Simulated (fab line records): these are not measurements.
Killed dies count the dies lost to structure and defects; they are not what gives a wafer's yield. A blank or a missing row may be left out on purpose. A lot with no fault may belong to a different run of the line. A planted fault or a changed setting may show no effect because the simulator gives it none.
fab line records -- flow berkeleyCmos170
[record] lots = 15, wafers = 45, lastDay = 12
route steps=331 shown M1@244
lots that met no fault: taken from a fault-free run of the same line
startH: the number of hours between the record's first day and the start of the first shown wafer of the lot -- waitH: time in hours since the lot's previous step -- " repeats the value in the row above -- L1.1+2: a row that stands for several wafers -- - either no value or no given start -- * or withheld: withheld -- < > ~ a bound
route shown NAME@n: a module of which the file shows steps, and the number in the route of the first -- usual: mean/standard deviation of fault-free wafers -- same: alike in all rows -- chamber/n: place in a boat -- sites: the reading at each site -- _std_site: their standard deviation -- _edge_site: inner sites' mean taken away from outer sites' mean -- radiusMm: for every site, how far away it sits from the centre of the wafer -- mask NAME#n: copy n -- behind: the last tool/chamber to shape the wafer -- hold: why the lot was held/for how many hours/how that ended -- device: the n, p or np transistor that did not switch -- end of line: tests run on the same wafers once the route is complete -- a step with no rows: only its recipe -- killed: not the wafer's yield, but the dies lost to structure and defects at the first sort -- map: per-die view of a wafer (x killed, . not killed, _ where there is no die)
set.NAME: the setting as run; set.NAME@STEP: as run at that earlier step -- model.NAME: the simulator's own value behind a step, which no gauge read
a sample of lots followed through the steps of the route, with each step as a table and each wafer as a row
services: from which hour (startH, from the record's first day; less than 0 if before it) a tool's chamber was out of use, for how many hours, and why
[[steps]]
[step UCB170_M1_EXPOSE_06]
[recipe] maskId = METAL1, targetCdNm = 700, na = 0.5, sigmaOuter = 0.6, sourceShape = conventional, doseMj = 21
[usual] exposureDoseMJCm2 = 20.982/0.023
[same] na = 0.5
lot.wafer,tool,chamber,startH,waitH,mask,exposureDoseMJCm2
L309.2,krfScanner-02,0,156.34,-,METAL1#0,20.984
L309.3,krfScanner-02,0,156.34,-,METAL1#0,20.982
L309.6,krfScanner-02,0,156.34,-,METAL1#0,20.947
L310.1,krfScanner-02,0,156.44,-,METAL1#0,20.976
L310.4,krfScanner-02,0,156.44,-,METAL1#0,20.993
L310.5,krfScanner-02,0,156.44,-,METAL1#0,20.995
L312.1,krfScanner-01,0,161.56,-,METAL1#0,20.910
L312.2,krfScanner-01,0,161.56,-,METAL1#0,20.939
L312.5,krfScanner-01,0,161.56,-,METAL1#0,20.931
L311.2,krfScanner-01,0,163.34,-,METAL1#0,20.978
L311.4,krfScanner-01,0,163.34,-,METAL1#0,20.954
L311.5,krfScanner-01,0,163.34,-,METAL1#0,21.000
L313.3,krfScanner-02,0,176.66,-,METAL1#0,20.968
L313.4,krfScanner-02,0,176.66,-,METAL1#0,20.965
L313.5,krfScanner-02,0,176.66,-,METAL1#0,20.972
L314.2,krfScanner-01,0,177.19,-,METAL1#0,20.939
L314.3,krfScanner-01,0,177.19,-,METAL1#0,20.976
L314.5,krfScanner-01,0,177.19,-,METAL1#0,20.930
L316.3,krfScanner-02,0,186.56,-,METAL1#0,20.989
L316.4,krfScanner-02,0,186.56,-,METAL1#0,20.968
L316.6,krfScanner-02,0,186.56,-,METAL1#0,21.000
L315.1,krfScanner-02,0,188.02,-,METAL1#0,21.003
L315.4,krfScanner-02,0,188.02,-,METAL1#0,20.995
L315.5,krfScanner-02,0,188.02,-,METAL1#0,21.000
L317.1,krfScanner-02,0,191.47,-,METAL1#0,26.209
L317.3,krfScanner-02,0,191.47,-,METAL1#0,26.198
L317.4,krfScanner-02,0,191.47,-,METAL1#0,26.203
L321.3,krfScanner-02,0,215.76,-,METAL1#0,25.185
L321.4,krfScanner-02,0,215.76,-,METAL1#0,25.157
L321.5,krfScanner-02,0,215.76,-,METAL1#0,25.189
L322.1,krfScanner-02,0,221.06,-,METAL1#0,24.337
L322.2,krfScanner-02,0,221.06,-,METAL1#0,24.336
L322.3,krfScanner-02,0,221.06,-,METAL1#0,24.335
L323.2,krfScanner-01,0,233.78,-,METAL1#0,20.986
L323.3,krfScanner-01,0,233.78,-,METAL1#0,20.988
L323.6,krfScanner-01,0,233.78,-,METAL1#0,20.994
L326.1,krfScanner-01,0,247.92,-,METAL1#0,21.015
L326.4,krfScanner-01,0,247.92,-,METAL1#0,20.984
L326.5,krfScanner-01,0,247.92,-,METAL1#0,20.960
L327.4,krfScanner-01,0,248.50,-,METAL1#0,21.015
L327.5,krfScanner-01,0,248.50,-,METAL1#0,20.989
L327.6,krfScanner-01,0,248.50,-,METAL1#0,20.976
L330.1,krfScanner-01,0,260.56,-,METAL1#0,21.001
L330.3,krfScanner-01,0,260.56,-,METAL1#0,20.979
L330.5,krfScanner-01,0,260.56,-,METAL1#0,20.973
[step UCB170_M1_CD_MEAS_09]
[recipe] targetCdNm = 700
[usual] cdNm = 699.8/1.7
lot.wafer,tool,chamber,startH,waitH,cdNm
L309.2,cdSem-01,-,156.98,-,697.7
L309.3,cdSem-01,-,156.98,-,698.9
L309.6,cdSem-01,-,156.98,-,699.5
L310.1,cdSem-01,-,157.20,-,699.5
L310.4,cdSem-01,-,157.20,-,699.4
L310.5,cdSem-01,-,157.20,-,700.3
L312.1,cdSem-01,-,161.95,-,701.3
L312.2,cdSem-01,-,161.95,-,699.5
L312.5,cdSem-01,-,161.95,-,700.5
L311.2,cdSem-01,-,163.73,-,701.3
L311.4,cdSem-01,-,163.73,-,700.6
L311.5,cdSem-01,-,163.73,-,700.7
L313.3,cdSem-02,-,177.86,-,703.3
L313.4,cdSem-02,-,177.86,-,702.8
L313.5,cdSem-02,-,177.86,-,702.0
L314.2,cdSem-02,-,178.08,-,703.6
L314.3,cdSem-02,-,178.08,-,702.9
L314.5,cdSem-02,-,178.08,-,703.1
L316.3,cdSem-01,-,186.95,-,698.8
L316.4,cdSem-01,-,186.95,-,699.0
L316.6,cdSem-01,-,186.95,-,699.3
L315.1,cdSem-01,-,188.47,-,698.9
L315.4,cdSem-01,-,188.47,-,697.4
L315.5,cdSem-01,-,188.47,-,699.8
L317.1,cdSem-01,-,191.86,-,662.7
L317.3,cdSem-01,-,191.86,-,662.6
L317.4,cdSem-01,-,191.86,-,660.9
L321.3,cdSem-02,-,216.15,-,670.3
L321.4,cdSem-02,-,216.15,-,670.1
L321.5,cdSem-02,-,216.15,-,668.7
L322.1,cdSem-01,-,221.85,-,672.5
L322.2,cdSem-01,-,221.85,-,672.9
L322.3,cdSem-01,-,221.85,-,670.5
L323.2,cdSem-01,-,234.28,-,699.1
L323.3,cdSem-01,-,234.28,-,698.6
L323.6,cdSem-01,-,234.28,-,698.2
L326.1,cdSem-01,-,248.72,-,701.9
L326.4,cdSem-01,-,248.72,-,701.2
L326.5,cdSem-01,-,248.72,-,701.6
L327.4,cdSem-02,-,249.08,-,700.0
L327.5,cdSem-02,-,249.08,-,698.5
L327.6,cdSem-02,-,249.08,-,699.2
L330.1,cdSem-01,-,260.95,-,700.0
L330.3,cdSem-01,-,260.95,-,700.6
L330.5,cdSem-01,-,260.95,-,699.9
[[services]]
tool,chamber,startH,hours,kind
krfScanner-01,-,151.63,0.8,pm
krfScanner-01,-,152.38,4.4,pm
krfScanner-02,-,163.27,0.8,repair
krfScanner-02,-,170.00,0.8,pm
krfScanner-01,-,200.49,1.3,pm
krfScanner-02,-,203.30,1.0,pm
krfScanner-02,-,210.45,1.3,pm
krfScanner-02,-,228.55,6.2,repair
krfScanner-01,0,245.35,-,calibration
krfScanner-01,-,256.96,1.0,pm
krfScanner-02,0,257.76,-,calibration
[[key]]
[firstSign] step = UCB170_M1_EXPOSE_06, reading = exposureDoseMJCm2, direction = up, sigmas = 99+, usual = 20.982, struck = 25.239
[effect] step = UCB170_M1_CD_MEAS_09, reading = cdNm, direction = down, sigmas = 19, usual = 699.8, struck = 667.9, through = controlLoop
metAt UCB170_M1_EXPOSE_06
struckLots L317,L321,L322
[loopTrim] step = UCB170_M1_EXPOSE_06, setting = dose, lots = L321,L322
onsetBetween 188.02 191.47
[fault] kind = processParameterDrift, tool = krfScanner-02, chamber = -, onsetH = 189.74, steps = UCB170_M1_EXPOSE_06, channel = doseMj, offset = 5.2142, shape = step, actsIn = theseRecipesOnly, stated = 21
// loopTrim: a control loop set the setting to another value than it would have without faults
